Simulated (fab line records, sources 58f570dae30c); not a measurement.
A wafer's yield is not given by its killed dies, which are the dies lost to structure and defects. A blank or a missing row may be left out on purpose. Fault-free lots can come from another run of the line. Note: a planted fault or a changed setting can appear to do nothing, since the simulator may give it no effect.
Split-lot experiment    flow berkeley cmos170    route with 331 steps; 5 lots, 23 wafers read

== ON THE SPLIT ==
At UCB170_M2_COAT_05 (resist thk 900 nm), the setting spin rpm was moved away from the recipe's 1500 rpm on 7 of the 23 wafers read, by -4.7% to -2.0%. This setting was run at the recipe's value on the other wafers.

The split's own step is where the reading is taken.

== THE READING ==
KrF_of_M2_COAT_05.thk nm (the simulator's own value, which no gauge read), in nm, at UCB170_M2_COAT_05 (resist thk 900 nm). The file gives no usual value for it. Average 901.3 nm, standard deviation 2.7 nm, over the 16 wafers here run with the recipe.

wafer   tool, chamber at the split  spin rpm as run, rpm  against the recipe  KrF_of_M2_COAT_05.thk nm, nm  against lot-mates on the recipe
L079.1  litho track-02, 0           1500                  recipe              902.8                         -
L079.3  litho track-02, 0           1500                  recipe              905.9                         -
L079.4  litho track-02, 0           1500                  recipe              904.9                         -
L081.1  litho track-01, 0           1429                  -4.7%               928.3                         +24.9
L081.2  litho track-01, 0           1500                  recipe              905.7                         -
L081.4  litho track-01, 0           1500                  recipe              901.1                         -
L081.5  litho track-01, 0           1429                  -4.7%               926.4                         +23.0
L081.6  litho track-01, 0           1429                  -4.7%               927.4                         +24.0
L082.1  litho track-01, 0           1470                  -2.0%               912.4                         +12.2
L082.2  litho track-01, 0           1500                  recipe              900.8                         -
L082.4  litho track-01, 0           1470                  -2.0%               910.1                         +9.9
L082.5  litho track-01, 0           1500                  recipe              899.3                         -
L082.6  litho track-01, 0           1500                  recipe              900.5                         -
L084.2  litho track-02, 0           1431                  -4.6%               922.2                         +20.2
L084.3  litho track-02, 0           1500                  recipe              902.4                         -
L084.4  litho track-02, 0           1431                  -4.6%               923.4                         +21.4
L084.5  litho track-02, 0           1500                  recipe              899.6                         -
L084.6  litho track-02, 0           1500                  recipe              904.1                         -
L085.1  litho track-02, 0           1500                  recipe              899.9                         -
L085.2  litho track-02, 0           1500                  recipe              900.8                         -
L085.3  litho track-02, 0           1500                  recipe              899                           -
L085.4  litho track-02, 0           1500                  recipe              898.9                         -
L085.5  litho track-02, 0           1500                  recipe              895.4                         -

THE FIT
A straight line over all 23 wafers: KrF_of_M2_COAT_05.thk nm changes by -5.17 nm for each +1% of spin rpm; r = -0.97; the points scatter about the line by 2.6 nm.
The same after taking each lot's own level away (the mean of its wafers on the recipe; 23 wafers): -4.88 nm for each +1%; r = -0.99; scatter 1.7 nm.
The reading moves by 23 nm for the largest change in spin rpm, on that fit.
The lots' own levels span 898.80 to 904.53 nm, that is 2.1 times the standard deviation above.
Hence the lot-to-lot level has little effect on the slope; both slopes agree.
Check: for one of the wafers moved furthest among these (-4.7%), held out of the fit, the line's prediction against its lot-mates is +22.8 nm. Against them it came out at +24.9 nm.

== ADDITIONAL SPLITS CARRIED BY THESE WAFERS ==
These wafers also went through other splits before the reading. Each is held against what the fit with the lots' levels taken away leaves over:
other split on the same wafers   wafers away from the commonest value  r with KrF_of_M2_COAT_05.thk nm (lot level and that fit taken away)
UCB170_CONTACT_CVD_01 temp c     15                                    +0.28
UCB170_CONTACT_COAT_04 spin rpm  8                                     -0.19
UCB170_M1_COAT_04 resist thk nm  7                                     +0.09
UCB170_M1_PEB_07 peb temp c      11                                    +0.11
UCB170_V1_COAT_07 spin rpm       10                                    -0.16

== THE WHOLE CHAIN: every reading that the file lists as answering this split, in the file's order ==
step                what it does       reading                                                                    change (the file's fit)               r (the file's)
UCB170_M2_COAT_05   resist thk 900 nm  KrF_of_M2_COAT_05.thk nm (the simulator's own value, which no gauge read)  -4.86 nm for each +1% of the setting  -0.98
UCB170_M2_STRIP_07  strips in O2       strip time to endpoint s                                                   withheld for each +1% of the setting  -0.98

== FILE'S OWN FIT ==
KrF_of_M2_COAT_05.thk nm changes by -4.86 nm for each +1% of spin rpm, r = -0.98.
